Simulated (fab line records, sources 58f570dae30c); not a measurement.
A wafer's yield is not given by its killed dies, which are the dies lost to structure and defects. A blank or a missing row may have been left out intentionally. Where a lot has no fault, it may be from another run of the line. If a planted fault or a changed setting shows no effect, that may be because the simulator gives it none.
fab line records :: flow berkeleyCmos170
[record]
  lots = 14
  wafers = 42
  lastDay = 12
route steps=331 shown M1@245
lots that met no fault: taken from a fault-free run of the same line
startH: the number of hours between the record's first day and the start of the first shown wafer of the lot :: waitH: hours elapsed since this lot's preceding step :: " the same as in the row above :: L1.1+2: one row covering several wafers at once :: - no value, or no start given :: * or withheld: withheld :: < > ~ a bound
route shown NAME@n: NAME is a module with steps in the file, n the number in the route of the first one :: usual: mean and standard deviation over wafers with no fault :: same: alike in all rows :: chamber/n: place in a boat :: sites: per-site readings :: _std_site: the standard deviation of these :: _edge_site: inner sites' mean taken away from outer sites' mean :: radiusMm: for every site, how far away it sits from the centre of the wafer :: mask NAME#n: copy n :: behind: the last tool/chamber to shape the wafer :: hold: the reason the lot was held/the length of the hold in hours/how it ended :: device: the n, p or np transistor that did not switch :: end of line: the route-end tests of the same wafers :: a step given without rows: its recipe and nothing more :: killed: not the wafer's yield, but the dies lost to structure and defects at the first sort :: map: a wafer's dies, x killed, . not, _ none there
set.NAME: the run value of the setting; set.NAME@STEP: its run value at that earlier step :: model.NAME: the simulator's own value behind a step, which no gauge read
one table for each step of the route and one row for each wafer, over a sample of lots
[[steps]]
[step UCB170_M1_PEB_07]
[recipe]
  pebTempC = 130
  pebTimeS = withheld
  resist = KrF
[usual]
  heaterPowerTotalW = 56.81/0.047
  plateTempC = 130.02/0.12
lot.wafer: L906.2
tool: lithoTrack-03
chamber: 0
startH: 165.76
waitH: 0.1
heaterPowerTotalW: 56.83
plateTempC: 130.09

lot.wafer: L906.3
tool: lithoTrack-03
chamber: 0
startH: 165.76
waitH: 0.1
heaterPowerTotalW: 56.82
plateTempC: 130.01

lot.wafer: L906.4
tool: lithoTrack-03
chamber: 0
startH: 165.76
waitH: 0.1
heaterPowerTotalW: 56.78
plateTempC: 130.13

lot.wafer: L907.2
tool: lithoTrack-03
chamber: 0
startH: 166.14
waitH: 0.1
heaterPowerTotalW: 56.87
plateTempC: 129.92

lot.wafer: L907.3
tool: lithoTrack-03
chamber: 0
startH: 166.14
waitH: 0.1
heaterPowerTotalW: 56.82
plateTempC: 130.04

lot.wafer: L907.6
tool: lithoTrack-03
chamber: 0
startH: 166.14
waitH: 0.1
heaterPowerTotalW: 56.77
plateTempC: 130.00

lot.wafer: L908.1
tool: lithoTrack-04
chamber: 0
startH: 167.63
waitH: 0.1
heaterPowerTotalW: 56.87
plateTempC: 130.00

lot.wafer: L908.4
tool: lithoTrack-04
chamber: 0
startH: 167.63
waitH: 0.1
heaterPowerTotalW: 56.77
plateTempC: 129.99

lot.wafer: L908.5
tool: lithoTrack-04
chamber: 0
startH: 167.63
waitH: 0.1
heaterPowerTotalW: 56.78
plateTempC: 129.97

lot.wafer: L909.2
tool: lithoTrack-04
chamber: 0
startH: 167.98
waitH: 0.1
heaterPowerTotalW: 56.87
plateTempC: 129.92

lot.wafer: L909.3
tool: lithoTrack-04
chamber: 0
startH: 167.98
waitH: 0.1
heaterPowerTotalW: 56.85
plateTempC: 130.04

lot.wafer: L909.5
tool: lithoTrack-04
chamber: 0
startH: 167.98
waitH: 0.1
heaterPowerTotalW: 56.80
plateTempC: 130.10

lot.wafer: L910.2
tool: lithoTrack-04
chamber: 0
startH: 188.04
waitH: 0.2
heaterPowerTotalW: 56.82
plateTempC: 129.99

lot.wafer: L910.3
tool: lithoTrack-04
chamber: 0
startH: 188.04
waitH: 0.2
heaterPowerTotalW: 56.78
plateTempC: 130.07

lot.wafer: L910.6
tool: lithoTrack-04
chamber: 0
startH: 188.04
waitH: 0.2
heaterPowerTotalW: 56.82
plateTempC: 129.94

lot.wafer: L912.1
tool: lithoTrack-01
chamber: 0
startH: 195.12
waitH: 0.1
heaterPowerTotalW: 56.78
plateTempC: 129.96

lot.wafer: L912.5
tool: lithoTrack-01
chamber: 0
startH: 195.12
waitH: 0.1
heaterPowerTotalW: 56.79
plateTempC: 129.90

lot.wafer: L912.6
tool: lithoTrack-01
chamber: 0
startH: 195.12
waitH: 0.1
heaterPowerTotalW: 56.80
plateTempC: 129.84

lot.wafer: L913.2
tool: lithoTrack-03
chamber: 0
startH: 197.06
waitH: 0.4
heaterPowerTotalW: 56.75
plateTempC: 129.93

lot.wafer: L913.3
tool: lithoTrack-03
chamber: 0
startH: 197.06
waitH: 0.4
heaterPowerTotalW: 56.86
plateTempC: 129.88

lot.wafer: L913.5
tool: lithoTrack-03
chamber: 0
startH: 197.06
waitH: 0.4
heaterPowerTotalW: 56.79
plateTempC: 129.92

lot.wafer: L916.2
tool: lithoTrack-01
chamber: 0
startH: 220.52
waitH: 0.1
heaterPowerTotalW: 56.75
plateTempC: 130.10

lot.wafer: L916.3
tool: lithoTrack-01
chamber: 0
startH: 220.52
waitH: 0.1
heaterPowerTotalW: 56.83
plateTempC: 130.01

lot.wafer: L916.5
tool: lithoTrack-01
chamber: 0
startH: 220.52
waitH: 0.1
heaterPowerTotalW: 56.76
plateTempC: 129.99

lot.wafer: L918.1
tool: lithoTrack-03
chamber: 0
startH: 220.61
waitH: 0.1
heaterPowerTotalW: 55.00
plateTempC: 126.64

lot.wafer: L918.4
tool: lithoTrack-03
chamber: 0
startH: 220.61
waitH: 0.1
heaterPowerTotalW: 54.92
plateTempC: 126.70

lot.wafer: L918.6
tool: lithoTrack-03
chamber: 0
startH: 220.61
waitH: 0.1
heaterPowerTotalW: 54.97
plateTempC: 126.70

lot.wafer: L920.1
tool: lithoTrack-03
chamber: 0
startH: 232
waitH: -
heaterPowerTotalW: 54.96
plateTempC: 126.51

lot.wafer: L920.3
tool: lithoTrack-03
chamber: 0
startH: 232
waitH: -
heaterPowerTotalW: 54.92
plateTempC: 126.59

lot.wafer: L920.4
tool: lithoTrack-03
chamber: 0
startH: 232
waitH: -
heaterPowerTotalW: 54.95
plateTempC: 126.77

lot.wafer: L924.2
tool: lithoTrack-04
chamber: 0
startH: 255.26
waitH: 0.4
heaterPowerTotalW: 56.80
plateTempC: 130.03

lot.wafer: L924.4
tool: lithoTrack-04
chamber: 0
startH: 255.26
waitH: 0.4
heaterPowerTotalW: 56.83
plateTempC: 130.04

lot.wafer: L924.6
tool: lithoTrack-04
chamber: 0
startH: 255.26
waitH: 0.4
heaterPowerTotalW: 56.86
plateTempC: 130.10

lot.wafer: L927.3
tool: lithoTrack-04
chamber: 0
startH: 255.56
waitH: 0.4
heaterPowerTotalW: 56.86
plateTempC: 130.03

lot.wafer: L927.5
tool: lithoTrack-04
chamber: 0
startH: 255.56
waitH: 0.4
heaterPowerTotalW: 56.84
plateTempC: 130.13

lot.wafer: L927.6
tool: lithoTrack-04
chamber: 0
startH: 255.56
waitH: 0.4
heaterPowerTotalW: 56.82
plateTempC: 130.00

lot.wafer: L926.4
tool: lithoTrack-01
chamber: 0
startH: 255.74
waitH: 0.4
heaterPowerTotalW: 56.84
plateTempC: 130.13

lot.wafer: L926.5
tool: lithoTrack-01
chamber: 0
startH: 255.74
waitH: 0.4
heaterPowerTotalW: 56.80
plateTempC: 129.96

lot.wafer: L926.6
tool: lithoTrack-01
chamber: 0
startH: 255.74
waitH: 0.4
heaterPowerTotalW: 56.83
plateTempC: 129.95

lot.wafer: L925.1
tool: lithoTrack-04
chamber: 0
startH: 255.79
waitH: 0.2
heaterPowerTotalW: 56.84
plateTempC: 130.18

lot.wafer: L925.2
tool: lithoTrack-04
chamber: 0
startH: 255.79
waitH: 0.2
heaterPowerTotalW: 56.79
plateTempC: 130.00

lot.wafer: L925.6
tool: lithoTrack-04
chamber: 0
startH: 255.79
waitH: 0.2
heaterPowerTotalW: 56.91
plateTempC: 130.04
[step UCB170_M1_CD_MEAS_09]
[recipe]
  targetCdNm = 700
[usual]
  cdNm = 700.1/1.3
lot.wafer: L906.2
tool: cdSem-02
chamber: -
startH: 166.03
waitH: -
cdNm: 698.4

lot.wafer: L906.3
tool: cdSem-02
chamber: -
startH: 166.03
waitH: -
cdNm: 698.6

lot.wafer: L906.4
tool: cdSem-02
chamber: -
startH: 166.03
waitH: -
cdNm: 698.6

lot.wafer: L907.2
tool: cdSem-02
chamber: -
startH: 166.51
waitH: -
cdNm: 698.6

lot.wafer: L907.3
tool: cdSem-02
chamber: -
startH: 166.51
waitH: -
cdNm: 698.9

lot.wafer: L907.6
tool: cdSem-02
chamber: -
startH: 166.51
waitH: -
cdNm: 699.5

lot.wafer: L908.1
tool: cdSem-02
chamber: -
startH: 167.91
waitH: -
cdNm: 700.0

lot.wafer: L908.4
tool: cdSem-02
chamber: -
startH: 167.91
waitH: -
cdNm: 700.9

lot.wafer: L908.5
tool: cdSem-02
chamber: -
startH: 167.91
waitH: -
cdNm: 701.5

lot.wafer: L909.2
tool: cdSem-02
chamber: -
startH: 168.25
waitH: -
cdNm: 701.1

lot.wafer: L909.3
tool: cdSem-02
chamber: -
startH: 168.25
waitH: -
cdNm: 702.4

lot.wafer: L909.5
tool: cdSem-02
chamber: -
startH: 168.25
waitH: -
cdNm: 700.2

lot.wafer: L910.2
tool: cdSem-02
chamber: -
startH: 188.31
waitH: -
cdNm: 702.2

lot.wafer: L910.3
tool: cdSem-02
chamber: -
startH: 188.31
waitH: -
cdNm: 702.2

lot.wafer: L910.6
tool: cdSem-02
chamber: -
startH: 188.31
waitH: -
cdNm: 702.7

lot.wafer: L912.1
tool: cdSem-02
chamber: -
startH: 195.39
waitH: -
cdNm: 701.4

lot.wafer: L912.5
tool: cdSem-02
chamber: -
startH: 195.39
waitH: -
cdNm: 698.7

lot.wafer: L912.6
tool: cdSem-02
chamber: -
startH: 195.39
waitH: -
cdNm: 699.6

lot.wafer: L913.2
tool: cdSem-01
chamber: -
startH: 197.33
waitH: -
cdNm: 701.8

lot.wafer: L913.3
tool: cdSem-01
chamber: -
startH: 197.33
waitH: -
cdNm: 701.7

lot.wafer: L913.5
tool: cdSem-01
chamber: -
startH: 197.33
waitH: -
cdNm: 702.1

lot.wafer: L916.2
tool: cdSem-01
chamber: -
startH: 220.79
waitH: -
cdNm: 698.0

lot.wafer: L916.3
tool: cdSem-01
chamber: -
startH: 220.79
waitH: -
cdNm: 700.1

lot.wafer: L916.5
tool: cdSem-01
chamber: -
startH: 220.79
waitH: -
cdNm: 699.9

lot.wafer: L918.1
tool: cdSem-02
chamber: -
startH: 220.89
waitH: -
cdNm: 724.5

lot.wafer: L918.4
tool: cdSem-02
chamber: -
startH: 220.89
waitH: -
cdNm: 725.8

lot.wafer: L918.6
tool: cdSem-02
chamber: -
startH: 220.89
waitH: -
cdNm: 725.3

lot.wafer: L920.1
tool: cdSem-01
chamber: -
startH: 233.01
waitH: -
cdNm: 719.2

lot.wafer: L920.3
tool: cdSem-01
chamber: -
startH: 233.01
waitH: -
cdNm: 719.0

lot.wafer: L920.4
tool: cdSem-01
chamber: -
startH: 233.01
waitH: -
cdNm: 721.4

lot.wafer: L924.2
tool: cdSem-02
chamber: -
startH: 255.53
waitH: -
cdNm: 701.9

lot.wafer: L924.4
tool: cdSem-02
chamber: -
startH: 255.53
waitH: -
cdNm: 699.9

lot.wafer: L924.6
tool: cdSem-02
chamber: -
startH: 255.53
waitH: -
cdNm: 699.0

lot.wafer: L927.3
tool: cdSem-01
chamber: -
startH: 255.83
waitH: -
cdNm: 699.1

lot.wafer: L927.5
tool: cdSem-01
chamber: -
startH: 255.83
waitH: -
cdNm: 699.3

lot.wafer: L927.6
tool: cdSem-01
chamber: -
startH: 255.83
waitH: -
cdNm: 700.6

lot.wafer: L926.4
tool: cdSem-02
chamber: -
startH: 256.00
waitH: -
cdNm: 699.7

lot.wafer: L926.5
tool: cdSem-02
chamber: -
startH: 256.00
waitH: -
cdNm: 703.9

lot.wafer: L926.6
tool: cdSem-02
chamber: -
startH: 256.00
waitH: -
cdNm: 703.5

lot.wafer: L925.1
tool: cdSem-02
chamber: -
startH: 256.06
waitH: -
cdNm: 698.7

lot.wafer: L925.2
tool: cdSem-02
chamber: -
startH: 256.06
waitH: -
cdNm: 698.6

lot.wafer: L925.6
tool: cdSem-02
chamber: -
startH: 256.06
waitH: -
cdNm: 700.8
[[key]]
[firstSign]
  step = UCB170_M1_PEB_07
  reading = heaterPowerTotalW
  direction = down
  sigmas = 40
  usual = 56.81
  struck = 54.95
[effect]
  step = UCB170_M1_PEB_07
  reading = plateTempC
  direction = down
  sigmas = 27
  usual = *
  struck = *
[effect]
  step = UCB170_M1_CD_MEAS_09
  reading = cdNm
  direction = up
  sigmas = 17
  usual = 700.1
  struck = 722.5
  through = controlLoop
metAt UCB170_M1_PEB_07
struckLots L918,L920
[loopTrim]
  step = UCB170_M1_EXPOSE_06
  setting = dose
  lots = L920
onsetBetween 197.06 220.61
[fault]
  kind = processParameterDrift
  tool = lithoTrack-03
  chamber = -
  onsetH = 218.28
  steps = UCB170_M1_PEB_07
  channel = pebTempC
  offset = *
  shape = step
  endH = 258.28
  actsIn = *
  stated = *
// loopTrim: a control loop set the setting to another value than it would have without faults
